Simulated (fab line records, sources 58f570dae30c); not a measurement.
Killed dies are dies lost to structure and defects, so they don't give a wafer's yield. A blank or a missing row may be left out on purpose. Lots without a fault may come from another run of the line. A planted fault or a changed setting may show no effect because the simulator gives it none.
fab line records | flow berkeley_cmos170
record lots=14 wafers=42 last_day=12
route steps=331 shown ACTIVE@76 SILICIDE@212 V1@270 M3@323
lots that met no fault: from a run of the same line without faults
start_h: hours from the record's first day to the start of the lot's first wafer shown | wait_h: hours since the lot's step before | " the same as in the row above | L1.1+2: a row that stands for several wafers | - no value, or no start given | * or withheld: withheld | < > ~ a bound
route shown NAME@n: a module of which the file shows steps, and the number in the route of the first | usual: mean/standard deviation of fault-free wafers | same: alike in all rows | chamber/n: place in a boat | sites: the reading at each site | _std_site: their standard deviation | _edge_site: outer sites' mean less inner sites' | radius_mm: how far each site lies from the wafer's centre | mask NAME#n: copy n | behind: the tool/chamber that last shaped the wafer | hold: why the lot was held/for how many hours/how that ended | device: the transistor (n, p or np) that didn't switch | end of line: the same wafers' tests at the end of the route | a step without rows: its recipe alone | killed: dies lost to structure and defects at the first sort, not the wafer's yield | map: a wafer's dies, x killed, . not, _ none there
set.NAME: the setting as run; set.NAME@STEP: as run at that earlier step | model.NAME: the simulator's own value behind a step, which no gauge read
steps of the route over a sample of lots; a table a step, a row a wafer
services: from which hour (start_h, from the record's first day; less than 0 if before it) a tool's chamber was out of use, for how many hours, and why
## steps
# step UCB170_ACTIVE_STRIP_16
# recipe chemistry=O2 power_w=400 pressure_mtorr=3500 platen_temp_c=withheld o2_flow_sccm=400 overash_fraction=0.5
# usual drypump_motor_current_A=5.6/0.54 oes_product_au=0.721/0.005 strip_time_to_endpoint_s=18.07/0.13
# columns lot.wafer tool chamber start_h wait_h drypump_motor_current_A oes_product_au rf_hours_counter_h strip_time_to_endpoint_s
L673.2 plasma_asher-04 0 65.58 0.1 5.8 0.720 27 18.10
L673.3 " 1 " " 4.8 0.725 - 18.22
L673.6 " 0 " " 5.8 0.720 - 18.17
L678.1 plasma_asher-04 0 95.55 0.1 5.8 0.720 31 18.06
L678.2 " 1 " " 4.8 0.719 31 18.14
L678.5 " 0 " " 5.8 0.717 - 18.01
L679.1 plasma_asher-02 1 103.86 0.1 5.4 0.717 38 17.99
L679.3 " 0 " " 6.2 0.724 - 17.94
L679.4 " 1 " " 5.4 0.718 - 18.20
L677.3 plasma_asher-03 0 104.17 0.1 6.1 0.715 - 18.07
L677.4 " 1 " " 6.0 0.727 - 18.26
L677.5 " 0 " " 6.1 0.722 - 18.21
L681.1 plasma_asher-04 1 115.11 0.1 4.8 0.719 34 17.77
L681.5 " 0 " " 5.8 0.713 - 17.81
L681.6 " 1 " " 4.8 0.724 - 17.90
L680.1 plasma_asher-02 0 115.35 0.1 6.3 0.716 40 18.16
L680.2 " 1 " " 5.4 0.722 40 18.19
L680.6 " 0 " " 6.3 0.727 - 18.05
L682.1 plasma_asher-03 1 125.73 0.1 6.0 0.729 1 18.26
L682.2 " 0 " " 6.1 0.724 1 17.85
L682.6 " 0 " " 6.0 0.716 - 18.21
L683.2 plasma_asher-04 0 130.93 0.1 5.8 0.726 36 17.86
L683.3 " 0 " " 5.8 0.717 - 18.00
L683.5 " 0 " " 5.8 0.718 - 18.20
L692.1 plasma_asher-04 1 175.30 0.1 4.8 0.729 40 18.22
L692.2 " 0 " " 5.8 0.725 40 18.12
L692.5 " 0 " " 5.8 0.725 - 18.05
L691.2 plasma_asher-04 1 175.88 0.1 4.8 0.713 40 18.21
L691.4 " 0 " " 5.8 0.725 - 18.25
L691.6 " 0 " " 5.8 0.724 - 18.27
L693.4 plasma_asher-03 1 181.10 0.0 6.0 0.723 - 18.19
L693.5 " 0 " " 6.1 0.715 - 17.94
L693.6 " 1 " " 6.0 0.721 - 18.04
L694.1 plasma_asher-04 1 190.05 0.1 4.8 0.720 42 17.97
L694.3 " 0 " " 5.8 0.723 - 17.98
L694.5 " 1 " " 4.8 0.725 - 17.97
L695.1 plasma_asher-03 0 190.32 0.1 6.1 0.718 5 18.12
L695.2 " 1 " " 6.1 0.725 5 18.14
L695.6 " 0 " " 6.1 0.719 - 18.22
L696.2 plasma_asher-04 1 190.45 0.1 4.8 0.722 42 18.22
L696.5 " 1 " " 4.8 0.714 - 18.12
L696.6 " 0 " " 5.8 0.721 - 18.02
# step UCB170_SILICIDE_RS_MEAS_02
# recipe thk_meas_gauge=four-point-probe reads=Ti_of_SILICIDE_SPUTTER_01
# usual SILICIDE_TI_RS=26.8/0.39
# columns lot.wafer tool chamber start_h wait_h SILICIDE_TI_RS[ohm/sq]
L673.2 film_metro-03 - 118.92 0.1 27.0
L673.3 " - " " 27.5
L673.6 " - " " 26.9
L678.1 film_metro-03 - 152.70 0.0 27.0
L678.2 " - " " 26.9
L678.5 " - " " 26.6
L679.1 film_metro-03 - 169.51 0.0 27.0
L679.3 " - " " 26.3
L679.4 " - " " 27.0
L677.3 film_metro-01 - 169.68 0.1 26.7
L677.4 " - " " 27.2
L677.5 " - " " 26.4
L681.1 film_metro-03 - 179.88 0.0 26.6
L681.5 " - " " 26.7
L681.6 " - " " 26.4
L680.1 film_metro-04 - 180.05 0.0 27.1
L680.2 " - " " 26.7
L680.6 " - " " 26.6
L682.1 film_metro-01 - 184.19 0.0 27.4
L682.2 " - " " 27.6
L682.6 " - " " 27.6
L683.2 film_metro-04 - 194.11 0.0 27.0
L683.3 " - " " 26.5
L683.5 " - " " 26.8
L692.1 film_metro-04 - 239.08 0.0 26.1
L692.2 " - " " 25.7
L692.5 " - " " 26.5
L691.2 film_metro-01 - 239.10 0.0 27.2
L691.4 " - " " 26.8
L691.6 " - " " 27.1
L693.4 film_metro-03 - 241.74 0.1 26.7
L693.5 " - " " 26.1
L693.6 " - " " 26.9
L694.1 film_metro-03 - 252.85 0.0 26.8
L694.3 " - " " 26.2
L694.5 " - " " 26.3
L696.2 film_metro-03 - 253.38 0.0 26.8
L696.5 " - " " 26.9
L696.6 " - " " 27.3
L695.1 film_metro-04 - 253.75 0.0 26.6
L695.2 " - " " 26.9
L695.6 " - " " 26.9
# step UCB170_V1_CD_MEAS_90
# recipe target_cd_nm=700
# usual cd_nm=700.3/1.2
# columns lot.wafer tool chamber start_h wait_h cd_nm
L673.2 cd_sem-01 - 133.44 0.3 700.8
L673.3 " - " " 702.9
L673.6 " - " " 700.7
L678.1 cd_sem-01 - 169.91 0.1 700.4
L678.2 " - " " 701.1
L678.5 " - " " 701.3
L679.1 cd_sem-02 - 183.46 0.1 700.1
L679.3 " - " " 699.3
L679.4 " - " " 700.2
L677.3 cd_sem-01 - 183.78 0.1 698.2
L677.4 " - " " 699.0
L677.5 " - " " 698.9
L680.1 cd_sem-01 - 195.54 0.1 702.0
L680.2 " - " " 701.4
L680.6 " - " " 701.9
L681.1 cd_sem-02 - 195.90 0.1 700.4
L681.5 " - " " 699.7
L681.6 " - " " 700.7
L682.1 cd_sem-02 - 196.45 0.1 700.7
L682.2 " - " " 700.5
L682.6 " - " " 700.2
L683.2 cd_sem-01 - 210.06 0.1 700.9
L683.3 " - " " 700.7
L683.5 " - " " 700.5
L693.4 cd_sem-01 - 254.18 0.1 698.6
L693.5 " - " " 699.4
L693.6 " - " " 699.2
L692.1 cd_sem-01 - 254.36 0.1 698.7
L692.2 " - " " 700.5
L692.5 " - " " 700.8
L691.2 cd_sem-02 - 254.40 0.1 701.4
L691.4 " - " " 701.3
L691.6 " - " " 701.7
L694.1 cd_sem-02 - 268.31 0.1 699.7
L694.3 " - " " 699.4
L694.5 " - " " 700.4
L696.2 cd_sem-01 - 268.61 0.1 699.2
L696.5 " - " " 699.9
L696.6 " - " " 699.9
L695.1 cd_sem-02 - 268.67 0.1 701.3
L695.2 " - " " 700.3
L695.6 " - " " 700.6
# step UCB170_M3_DEVELOP_14
# recipe developer=TMAH develop_time_s=45.91 resist=KrF dev_temp_c=21
# usual chill_plate_temp_C=23.04/0.096 develop_time_s=45.91/0
# columns lot.wafer tool chamber start_h wait_h chill_plate_temp_C develop_time_s
L673.2 litho_track-01 0 141 - 23.10 45.91
L673.3 " 0 " " 23.01 45.91
L673.6 " 0 " " 23.11 45.91
L678.1 litho_track-02 0 177 - 22.99 45.91
L678.2 " 0 " " 22.98 45.91
L678.5 " 0 " " 23.01 45.91
L679.1 litho_track-01 0 191 - 23.02 45.91
L679.3 " 0 " " 22.99 45.91
L679.4 " 0 " " 22.98 45.91
L677.3 litho_track-02 0 192 - 22.98 45.91
L677.4 " 0 " " 23.04 45.91
L677.5 " 0 " " 22.94 45.91
L680.1 litho_track-04 0 202 - 23.00 45.91
L680.2 " 0 203 - 23.00 45.91
L680.6 " 0 " " 22.89 45.91
L681.1 litho_track-04 - 203 - - -
L681.5 " - " " - -
L681.6 " - " " - -
L682.1 litho_track-01 - 203 - - -
L682.2 " - " " - -
L682.6 " - " " - -
L683.2 litho_track-04 0 217 - 23.01 45.91
L683.3 " 0 " " 22.99 45.91
L683.5 " 0 " " 22.83 45.91
L693.4 litho_track-04 0 261 - 23.03 45.91
L693.5 " 0 " " 23.14 45.91
L693.6 " 0 " " 23.07 45.91
L692.1 litho_track-02 0 261 - 22.97 45.91
L692.2 " 0 " " 23.03 45.91
L692.5 " 0 " " 23.12 45.91
L691.2 litho_track-02 0 262 - 22.97 45.91
L691.4 " 0 " " 22.93 45.91
L691.6 " 0 " " 22.99 45.91
L694.1 litho_track-01 0 276 - 23.16 45.91
L694.3 " 0 " " 23.25 45.91
L694.5 " 0 " " 23.12 45.91
L696.2 litho_track-04 0 277 - 23.03 45.91
L696.5 " 0 " " 23.13 45.91
L696.6 " 0 " " 23.05 45.91
L695.1 litho_track-02 0 277 - 23.03 45.91
L695.2 " 0 " " 22.99 45.91
L695.6 " 0 " " 22.94 45.91
## services
# columns tool chamber start_h hours kind
plasma_asher-02 - 87.22 0.7 repair
plasma_asher-03 - 88.67 0.8 repair
plasma_asher-02 - 95.28 6.6 repair
plasma_asher-03 - 108.80 9.0 pm
plasma_asher-03 0 108.80 9.0 vent_cycle
plasma_asher-03 1 108.80 9.0 vent_cycle
plasma_asher-03 0 117.80 - clean
plasma_asher-03 1 117.80 - clean
plasma_asher-02 - 119.59 1.4 repair
litho_track-02 - 122.38 - consumable_replace:filter
plasma_asher-03 - 123.99 1.6 repair
plasma_asher-03 - 153.40 14.6 pm
plasma_asher-02 - 169.02 2.8 pm
plasma_asher-03 - 194.99 2.1 repair
plasma_asher-02 - 252.87 4.3 pm
plasma_asher-02 - 259.59 1.4 repair
## key
first_sign step=UCB170_M3_DEVELOP_14 reading=tool_record direction=missing
effect none on later readings
met_at UCB170_M3_DEVELOP_14
struck_lots L681,L682
later_rows_left_out L681.1,L681.5,L681.6,L682.1,L682.2,L682.6
sort_left_out L681.1,L681.5,L681.6,L682.1,L682.2,L682.6
not_acting_at UCB170_ACTIVE_STRIP_16,UCB170_SILICIDE_RS_MEAS_02,UCB170_V1_CD_MEAS_90
fault kind=skipped_step_whole tool=litho_track-01,litho_track-04 chamber=- onset_h=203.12 steps=UCB170_M3_DEVELOP_14 scope=struck_lots_only
# sort_left_out: the simulated sort isn't trusted on such a fault, so these wafers' sort isn't shown, and their yield isn't known
# later_rows_left_out: the simulator's readings of these wafers behind a module that went badly wrong aren't trusted and aren't shown, but for the sort
